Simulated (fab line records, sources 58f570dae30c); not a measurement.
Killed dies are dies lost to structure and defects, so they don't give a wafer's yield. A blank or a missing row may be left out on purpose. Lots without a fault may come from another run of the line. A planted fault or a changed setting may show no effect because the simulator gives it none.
A struck lot beside a sound one | flow berkeley_cmos170 | 14 steps out of a route of 331
Sound: wafers L515.3, L515.4, L515.6. Struck: wafers L509.1, L509.4, L509.5. The cause comes at the end.
At each step with rows: each side's tool, then ch and its chambers, then its first start. Under that, the readings that differ: sound wafers | struck wafers | difference of the means | sigmas: that difference in standard deviations of wafers without a fault.
alike: readings whose means differ by less than 2 such deviations, and words and numbers that are the same on both sides. not compared: withheld readings, readings that some wafer has no value for, bounds like >300 that may hide the same value, and numbers for which the record gives no deviation and whose values overlap.
The two part at a step that has a row with sigmas, a row that says differs or no value, or rows on one side only. Numbers that don't overlap but have no deviation are shown without sigmas and don't part them. A reading that every wafer of one side lacks parts them only if that side has two wafers or more.

first, 2 steps without rows for these wafers: UCB170_SACOX_CLEAN_00 (cleans in dHF, time 7.5 s); UCB170_SACOX_OXIDATION_01 (target thk 14.4 nm, ox time 2400 s).
UCB170_SACOX_THK_MEAS_02:
  sound on film_metro-02, day 8 01:44; struck on film_metro-01, day 7 03:16
  alike: SACOX_OXIDE_THK
then, 2 steps without rows for these wafers: UCB170_SCREENOX_WET_ETCH_00 (etches SiO2 in dHF, time 200 s); UCB170_SCREENOX_OXIDATION_01 (target thk 14.4 nm, ox time 2400 s).
UCB170_SCREENOX_THK_MEAS_02:
  sound on film_metro-03, day 8 05:11; struck on film_metro-03, day 7 06:11
  alike: SCREENOX_OXIDE_THK
then, 6 steps without rows for these wafers: UCB170_SCREENOX_ANNEAL_03 (time 900 s); UCB170_NVT_HMDS_00 (prime time 60 s); UCB170_NVT_COAT_01 (resist thk 900 nm); UCB170_NVT_SOFTBAKE_02 (time 60 s); UCB170_NVT_EXPOSE_03 (exposes mask PWELL, target cd 3000 nm); UCB170_NVT_PEB_04.
UCB170_NVT_DEVELOP_05: develop time 45 s.
  sound on litho_track-01 ch 0, day 8 10:00; struck on litho_track-04, day 7 08:00
  no value came back on the struck wafers for chill_plate_temp_C (C), develop_time_s (s); on the sound wafers chill_plate_temp_C (C) reads 23.00 22.97 22.92
  reading                              | sound           | struck          | difference | sigmas
  model.KrF_of_NVT_COAT_01.thk_nm (nm) | 886.4 884.9 887 | 897.5 899.8 899 | +12.7      |
UCB170_NVT_OVL_MEAS_06:
  sound on overlay-01, day 8 10:48; struck on overlay-01, day 7 08:40
  reading      | sound    | struck | difference                    | sigmas
  NVT_OVL (nm) | -2 -2 -2 | - - -  | no value on the struck wafers |

WHERE THEY PART
First at UCB170_NVT_DEVELOP_05; last, within this record, at UCB170_NVT_OVL_MEAS_06.

WHY: what the simulator had put in
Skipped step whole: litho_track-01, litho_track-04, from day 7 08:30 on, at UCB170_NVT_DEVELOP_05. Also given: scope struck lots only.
